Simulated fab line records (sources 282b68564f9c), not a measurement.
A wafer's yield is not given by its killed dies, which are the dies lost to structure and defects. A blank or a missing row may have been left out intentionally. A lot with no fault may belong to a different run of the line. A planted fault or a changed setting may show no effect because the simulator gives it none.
8D (eight disciplines) problem report, filled in by code | flow ritCmos | the parts of the form that need people (team, actions taken, sign-off) are left out

## 1. PROBLEM STATEMENT
doseIonsCm2 at RIT_NSD_IMPLANT_08 reads a mean of 9.868e+14 on 6 wafers of 2 lots; wafers without a fault read 9.999e+14 with a standard deviation of 1.1e+12. That is -12 standard deviations from the usual mean.
Earliest sighting: wafer L311.2 on implanter-01 at day 6 02:54. At this step, 42 wafers from 14 lots have a number in the record. The rule behind "out" and "out of limits": a value lying over 4 standard deviations away from the usual mean. Any other wafer with a number is counted as sound.

## 2. WHAT IT IS; WHAT IT IS NOT
question                    | is                     | is not
which readings at this step | doseIonsCm2            | -
which lots                  | L311, L313             | L296, L298, L300, L301, L302, L303, L304, L305, L315, L316, L317, L318
which wafers of those lots  | all that have a number | -
read on which tools         | implanter-01           | implanter-03, implanter-04
when                        | from day 6 02:54       | up to then (24 sound wafers); but 12 sound wafers of L315, L316, L317, L318 came after

## 3. WHAT RULES OUT EACH SUSPECT
Counting: any tool at a process step up to the reading is kept as a suspect provided that every lot that is out went through it and no sound lot did after the first of them.
- implanter-01 at RIT_NSD_IMPLANT_08: kept. It processed each lot that is out, first L311 at day 6 02:54, and no sound lot thereafter; up to then, the last sound lot it processed was L305 at day 5 00:49. Its own doseIonsCm2 readings are out on those wafers.
Left after counting: implanter-01 at RIT_NSD_IMPLANT_08.

## 4. THE CAUSE (what the simulator had put in)
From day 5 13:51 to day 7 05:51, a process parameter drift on implanter-01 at RIT_NSD_IMPLANT_08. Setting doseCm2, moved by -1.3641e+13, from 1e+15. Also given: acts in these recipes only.
The count eliminated every tool but this one.

## 5. THE EFFECT CHAIN, in route order
One row per reading whose mean, taken over the struck wafers that have a number, lies over 3 standard deviations from the usual. Only readings for which the record gives a usual standard deviation are gone through. hours: the time from each lot's start at the first step in this table that gives one to its start at this step, as a median over the lots. sigmas: the change in usual standard deviations.
hours | step                    | reading     | usual        | on struck wafers | change     | sigmas
0     | RIT_NSD_IMPLANT_08      | doseIonsCm2 | 9.999e+14    | 9.868e+14        | -1.312e+13 | -12
2     | RIT_SDANNEAL_RS_MEAS_05 | NSD_RS      | 84.61 ohm/sq | 85.55            | +0.94      | +3.4
Here are the process steps it includes:
- RIT_NSD_IMPLANT_08
Later steps that measure or inspect, where all struck wafers having a row at the step show a number for every such reading and not one has moved that far: RIT_PSD_OVL_MEAS_06.

## 6. HOW IT WOULD HAVE BEEN CAUGHT EARLIER
The fault began at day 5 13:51; the first out-of-limits reading in this record came at day 6 02:54, 13 hours later.
